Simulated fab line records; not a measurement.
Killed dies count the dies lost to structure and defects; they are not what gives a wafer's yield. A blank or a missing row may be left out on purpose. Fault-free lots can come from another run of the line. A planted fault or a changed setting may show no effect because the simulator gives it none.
2 desks, one fault || flow rit-cmos || numbers are kept per desk, each desk with only its own; the story behind them comes last

== FROM THE METROLOGY DESK ==
Means of the sampled wafers that have a number, per lot and without regard to the tool the lot ran on: this is what the gauges read. The brackets show how far a lot's mean lies from the usual mean; more than 4 standard deviations puts the lot out of limits, marked OUT.
Columns: A = PWELL_RS at RIT_WELLDRIVE_RS_MEAS_02, usual 429.5 ohm/sq
{"lot": "L746", "first seen here": "day 2 04:21", "A": 429.6}
{"lot": "L748", "first seen here": "day 2 15:29", "A": 429.8}
{"lot": "L749", "first seen here": "day 2 18:58", "A": 429.8}
{"lot": "L751", "first seen here": "day 3 05:25", "A": 428.7}
{"lot": "L752", "first seen here": "day 3 11:13", "A": 427.7}
{"lot": "L754", "first seen here": "day 3 21:17", "A": "445.1 (+14) OUT"}
{"lot": "L755", "first seen here": "day 4 03:08", "A": "442.4 (+12) OUT"}
{"lot": "L756", "first seen here": "day 4 07:13", "A": "443.5 (+13) OUT"}
{"lot": "L759", "first seen here": "day 4 21:38", "A": 429.8}
{"lot": "L760", "first seen here": "day 5 02:42", "A": 429.8}
{"lot": "L762", "first seen here": "day 5 12:22", "A": 430.1}
{"lot": "L763", "first seen here": "day 5 17:14", "A": 429.1}
{"lot": "L767", "first seen here": "day 6 12:50", "A": 431.5}
{"lot": "L768", "first seen here": "day 6 21:49", "A": 429.9}
{"lot": "L769", "first seen here": "day 7 02:53", "A": 427.9}
This desk reports L754, L755, L756 out of limits; the earliest was L754 at day 3 21:17 (PWELL_RS at RIT_WELLDRIVE_RS_MEAS_02). L746, L748, L749, L751, L752, L759, L760, L762, L763, L767, L768, L769 stayed within limits.

== THE TOOL OWNER'S DESK: implanter-04 ==
RIT_PWELL_IMPLANT_08, tool's own readings: per-lot mean of the sampled wafers with a number, covering each lot this tool ran. The brackets show how far a lot's mean lies from the usual mean; more than 4 standard deviations puts the lot out of limits, marked OUT.
Columns: A = beam-on-s at RIT_PWELL_IMPLANT_08, usual 9.98 s; B = dose-ions-cm2 at RIT_PWELL_IMPLANT_08, usual 6.999e+13; C = faraday-current-uA at RIT_PWELL_IMPLANT_08, usual 222
{"lot": "L748", "first seen here": "day 2 09:53", "A": 9.83, "B": 6.998e+13, "C": 226}
{"lot": "L754", "first seen here": "day 3 14:58", "A": 9.94, "B": "6.650e+13 (-48) OUT", "C": 212}
{"lot": "L755", "first seen here": "day 3 21:34", "A": 10.09, "B": "6.639e+13 (-50) OUT", "C": 209}
{"lot": "L756", "first seen here": "day 4 00:16", "A": 10.28, "B": "6.649e+13 (-49) OUT", "C": "205 (-4.1) OUT"}
{"lot": "L768", "first seen here": "day 6 16:11", "A": 10.16, "B": 7.000e+13, "C": 219}
This desk's verdict: out of limits on L754, L755, L756, starting with L754 at day 3 14:58 (dose-ions-cm2 at RIT_PWELL_IMPLANT_08). L748, L768 stayed within limits.

== ALL TOGETHER ==
On L754, L755, L756, at day 3 14:58, an alarm was possible from the tool owner's desk.
The metrology desk could have raised an alarm at day 3 21:17, on L754, L755, L756.
Every lot named ran RIT_PWELL_IMPLANT_08 on implanter-04.

== WHAT THE SIMULATOR HAD INSERTED ==
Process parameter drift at RIT_PWELL_IMPLANT_08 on implanter-04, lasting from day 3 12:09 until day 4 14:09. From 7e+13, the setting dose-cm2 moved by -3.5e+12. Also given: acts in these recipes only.
Struck lots among those shown: L754, L755, L756.
Time in hours from fault onset to the first out-of-limits reading at each desk: tool owner's desk 3, metrology desk 9.
